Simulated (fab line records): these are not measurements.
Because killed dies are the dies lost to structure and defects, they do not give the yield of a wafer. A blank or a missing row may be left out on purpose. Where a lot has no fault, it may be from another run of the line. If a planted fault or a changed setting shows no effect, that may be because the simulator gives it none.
What tool caused it? :: flow berkeley_cmos170 :: 6 lots with 18 wafers sampled at 2 steps, on a route of 331 steps

WHAT THE GAUGES SHOWED, per wafer
UCB170_M1_CD_MEAS_09 targets a cd of 700 nm.
lot: L972
measured: day 8 11:30
on: cd_sem-02
cd_nm (nm): 700.6 700.6 700.8

lot: L976
measured: day 9 10:59
on: cd_sem-02
cd_nm (nm): 699.6 697.9 699.5

lot: L978
measured: day 10 00:39
on: cd_sem-02
cd_nm (nm): 702.6 702.7 703.5

lot: L984
measured: day 11 07:18
on: cd_sem-01
cd_nm (nm): 701.6 702.5 702.7

lot: L983
measured: day 11 07:46
on: cd_sem-02
cd_nm (nm): 700.9 701.8 699.7

lot: L993
measured: day 12 23:08
on: cd_sem-02
cd_nm (nm): 700.0 700.2 699.6

WHAT TOOL EACH LOT RAN ON (gives the tool, then ch and the chambers of the sampled wafers, and finally the start)
lot: L972
UCB170_M1_EXPOSE_06: krf_scanner-01 ch 0, day 8 11:07

lot: L976
UCB170_M1_EXPOSE_06: krf_scanner-01 ch 0, day 9 10:19

lot: L978
UCB170_M1_EXPOSE_06: krf_scanner-02 ch 0, day 10 00:15

lot: L984
UCB170_M1_EXPOSE_06: krf_scanner-01 ch 0, day 11 06:34

lot: L983
UCB170_M1_EXPOSE_06: krf_scanner-01 ch 0, day 11 07:23

lot: L993
UCB170_M1_EXPOSE_06: krf_scanner-01 ch 0, day 12 22:14
- UCB170_M1_EXPOSE_06: exposes mask METAL1, target cd 700 nm.

THE ANSWER, worked out from the rows above alone
Rule: the lots themselves supply what counts as usual. The widest of any qualifying gaps counts: lots, ordered by their means at a reading, are off when they make up no more than a third of the lots, leave a main group of 4 or more, and stand apart from it by 3 or more times the standard deviation of that group's means. If all means in a main group match to the digits the tables above print for the reading, that group is not used. A lot without any number at a reading at which 4 lots or more have one is off too. Any other lot the step has rows for is counted as sound.
Across all readings shown, no lot is off: no conclusion can be drawn from this.

WHAT THE SIMULATOR HAD PUT IN
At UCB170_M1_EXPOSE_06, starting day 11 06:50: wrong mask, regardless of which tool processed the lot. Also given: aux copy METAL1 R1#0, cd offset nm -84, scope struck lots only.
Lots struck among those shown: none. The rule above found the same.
